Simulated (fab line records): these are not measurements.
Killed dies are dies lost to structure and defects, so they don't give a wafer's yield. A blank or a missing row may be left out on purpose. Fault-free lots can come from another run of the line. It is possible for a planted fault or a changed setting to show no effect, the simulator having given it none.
Matching of chambers :: flow berkeleyCmos170 :: UCB170_V1_CMP_02 on cmp-02: 4 sister chambers
The step polishes SiO2. 8 wafers are shown with their chamber, then 9 later ones without.

== WAFERS WITH THEIR CHAMBER ==
wafer: L168.6
chamber: 2
motorCurrentA (A): 16.6
edgeZonePressureFrac: 1.012

wafer: L170.2
chamber: 2
motorCurrentA (A): 17.5
edgeZonePressureFrac: 0.995

wafer: L173.5
chamber: 3
motorCurrentA (A): 15.6
edgeZonePressureFrac: 0.999

wafer: L177.1
chamber: 3
motorCurrentA (A): 15.2
edgeZonePressureFrac: 0.997

wafer: L177.2
chamber: 1
motorCurrentA (A): 13.6
edgeZonePressureFrac: 1.003

wafer: L182.1
chamber: 1
motorCurrentA (A): 14.0
edgeZonePressureFrac: 0.994

wafer: L182.3
chamber: 0
motorCurrentA (A): 18.5
edgeZonePressureFrac: 1.008

wafer: L182.6
chamber: 0
motorCurrentA (A): 18.2
edgeZonePressureFrac: 1.003

== WAFERS WITH NO CHAMBER GIVEN ==
wafer: L183.2
motorCurrentA (A): 16.1
edgeZonePressureFrac: 0.994

wafer: L183.4
motorCurrentA (A): 17.3
edgeZonePressureFrac: 0.997

wafer: L183.6
motorCurrentA (A): 14.4
edgeZonePressureFrac: 0.995

wafer: L186.2
motorCurrentA (A): 13.5
edgeZonePressureFrac: 1.003

wafer: L186.3
motorCurrentA (A): 18.8
edgeZonePressureFrac: 0.997

wafer: L186.5
motorCurrentA (A): 14.0
edgeZonePressureFrac: 1.002

wafer: L187.1
motorCurrentA (A): 16.3
edgeZonePressureFrac: 1.000

wafer: L187.2
motorCurrentA (A): 17.8
edgeZonePressureFrac: 0.997

wafer: L187.6
motorCurrentA (A): 17.5
edgeZonePressureFrac: 0.997

== THE CHAMBER EACH PASSED THROUGH ==
wafer: L183.2
from the rows above: can't be placed: 3 or 2
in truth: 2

wafer: L183.4
from the rows above: can't be placed: 2 or 0
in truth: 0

wafer: L183.6
from the rows above: can't be placed: 1 or 3
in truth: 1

wafer: L186.2
from the rows above: 1
in truth: 1

wafer: L186.3
from the rows above: 0
in truth: 0

wafer: L186.5
from the rows above: 1
in truth: 1

wafer: L187.1
from the rows above: can't be placed: 2 or 3
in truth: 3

wafer: L187.2
from the rows above: can't be placed: 0 or 2
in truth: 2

wafer: L187.6
from the rows above: can't be placed: 2 or 0
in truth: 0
3 of 9 placed correctly. Can't be placed from these rows: 6 (the true chamber is among the candidates in 6). 0 placed wrongly.
How it was worked out, from the rows above alone: a wafer's distance from a chamber is the root of the sum, over the readings, of the square of ((its reading less the chamber's mean) divided by the reading's scatter). If the next closest chamber is less than 2 further off than the closest, the wafer can't be placed; otherwise it belongs to the closest. For every chamber, the mean is computed from those of its wafers that are shown. The scatter is the square root of a quotient: the sum, over the shown wafers, of each reading's squared deviation from its chamber's mean, divided by wafers minus chambers.
